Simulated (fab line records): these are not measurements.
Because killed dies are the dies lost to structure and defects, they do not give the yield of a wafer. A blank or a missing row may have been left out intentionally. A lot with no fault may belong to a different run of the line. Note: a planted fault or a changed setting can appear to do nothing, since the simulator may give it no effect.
A struck lot beside a sound one + flow ritCmos + 26 steps out of a route of 202
Sound: wafers L369.2, L369.5, L369.6. Struck: wafers L377.1, L377.2, L377.5. The cause is named last.
For every step that has rows: the tool of each side, followed by ch and its chambers, followed by its first start. Under that, the readings that differ: sound wafers + struck wafers + difference of the means + sigmas: that difference in standard deviations of wafers without a fault.
alike: readings with means less than 2 such deviations apart, plus words and numbers identical on both sides. not compared: withheld readings, readings lacking a value on some wafer, bounds such as >300 that could conceal the same value, and numbers that have no deviation in the record and whose values overlap.
The two part at a step that has a row with sigmas, a row that says differs or no value, or rows on one side only. When numbers do not overlap yet have no deviation, they are printed without sigmas and do not part them. Lack of a reading on every wafer of one side parts them only where that side has two or more wafers.

first, 1 step without rows for these wafers: RIT_PRETRO_IMPLANT_08.
RIT_PRETRO_STRIP_09: strips in O2, time 180 s.
  sound on plasmaAsher-03 ch 0,1, day 2 14:41; struck on plasmaAsher-04 ch 0,1, day 4 07:17
  alike: drypumpMotorCurrentA
  not compared: rfHoursCounterH
RIT_PRETRO_TW_MEAS_10:
  sound on filmMetro-02 at day 2 14:52; struck on filmMetro-03 at day 4 07:28
  alike: PRETRO_TW
then, 5 steps without rows for these wafers: RIT_GATE_WET_ETCH_00 (etches SiO2 in BOE, target depth 56 nm, time 60 s); RIT_GATE_CLEAN_01 (cleans in SC1, time 600 s); RIT_GATE_CLEAN_02 (cleans in dHF, time 30 s); RIT_GATE_CLEAN_03 (cleans in SC2, time 600 s); RIT_GATE_CLEAN_04 (cleans in dHF, time 60 s).
RIT_FOX2_THK_MEAS_91:
  sound on filmMetro-03 at day 2 15:21; struck on filmMetro-03 at day 4 07:56
| reading                     | sound       | struck      | difference | sigmas |
|-----------------------------|-------------|-------------|------------|--------|
| FIELD_OXIDE_LEFT_2_THK (nm) | 255 262 260 | 240 242 245 | -17        | -2     |
then, 2 steps without rows for these wafers: RIT_GATE_OXIDATION_05 (target thk 3 nm, ox time 270 s); RIT_GATE_ANNEAL_06 (time 600 s).
RIT_GATE_THK_MEAS_07:
  sound on filmMetro-01 at day 2 16:44; struck on filmMetro-04 at day 4 11:07
  alike: GATE_OXIDE_THK
RIT_GATE_CVD_08: deposits poly-Si from SiH4, target thk 250 nm, time 2220 s.
  sound on lpcvd-02 ch 0, day 2 16:47; struck on lpcvd-01 ch 0, day 4 11:11
| reading                                 | sound             | struck            | difference | sigmas |
|-----------------------------------------|-------------------|-------------------|------------|--------|
| model.poly-Si_of_GATE_CVD_08.thkNm (nm) | 249.5 246.4 249.4 | 394.4 396.8 397.5 | +147.8     |        |
  alike: zonePowerLoadPct
RIT_GATE_THK_MEAS_09:
  sound on filmMetro-01 at day 2 18:25; struck on filmMetro-03 at day 4 12:47
| reading            | sound             | struck            | difference | sigmas |
|--------------------|-------------------|-------------------|------------|--------|
| GATE_POLY_THK (nm) | 249.6 246.3 249.3 | 394.2 396.6 397.6 | +147.7     | +62    |
then, 6 steps without rows for these wafers: RIT_GATE_HMDS_10 (prime time 60 s); RIT_GATE_COAT_11 (resist thk 850 nm); RIT_GATE_SOFTBAKE_12 (time 60 s); RIT_GATE_EXPOSE_13 (exposes mask M6, target cd 150 nm); RIT_GATE_PEB_14; RIT_GATE_DEVELOP_15 (develop time 50 s).
RIT_GATE_CD_MEAS_16 targets a cd of 150 nm.
  sound on cdSem-01 at day 2 19:27; struck on cdSem-02 at day 4 13:52
  alike: cdNm
RIT_GATE_OVL_MEAS_17:
  sound on overlay-02 at day 2 19:34; struck on overlay-01 at day 4 13:59
  alike: GATE_OVL
then, 1 step without rows for these wafers: RIT_GATE_HARDBAKE_18 (time 60 s).
RIT_GATE_ETCH_19: etches poly-Si in SF6/CHF3/O2, stops on SiO2, time 165 s, target depth 312.5 nm.
  sound on rieSi-02 ch 2,3, day 2 19:44; struck on rieSi-02 ch 1,2, day 4 14:11
| reading                        | sound             | struck            | difference | sigmas |
|--------------------------------|-------------------|-------------------|------------|--------|
| oesProductAu (a.u.)            | 0.813 0.809 0.818 | 1.002 1.063 1.056 | +0.227     | +13    |
| model.GATE.featureDepthNm (nm) | 249.5 246.4 249.4 | 325.5 329.1 330   | +79.8      |        |
| model.etch.depthNm (nm)        | 249.5 246.4 249.4 | 325.5 329.1 330   | +79.8      |        |
  alike: drypumpMotorCurrentA, throttleValvePct
  not compared: rfHoursCounterH
RIT_GATE_STRIP_20: strips in O2, time 180 s.
  sound on plasmaAsher-01 ch 0,1, day 2 19:51; struck on plasmaAsher-04 ch 0,1, day 4 14:17
  alike: drypumpMotorCurrentA
  not compared: rfHoursCounterH
RIT_M1_PROBE_99:
  sound on prober-02 at day 3 15:37; struck on prober-01 at day 5 10:57
| reading          | sound | struck      | difference | sigmas |
|------------------|-------|-------------|------------|--------|
| killedAtFrontEnd | 6 4 7 | 264 264 264 | +258       | +89    |
| killedDies       | 6 4 7 | 264 264 264 | +258       | +86    |
| killedOnRim      | 2 0 1 | 70 70 70    | +69        | +49    |
  alike: killedAtContacts, killedOpen, killedShort

## WHERE THEY PART
At RIT_FOX2_THK_MEAS_91 first; at RIT_M1_PROBE_99 last (within this record only).

WHY: what had been put in by the simulator
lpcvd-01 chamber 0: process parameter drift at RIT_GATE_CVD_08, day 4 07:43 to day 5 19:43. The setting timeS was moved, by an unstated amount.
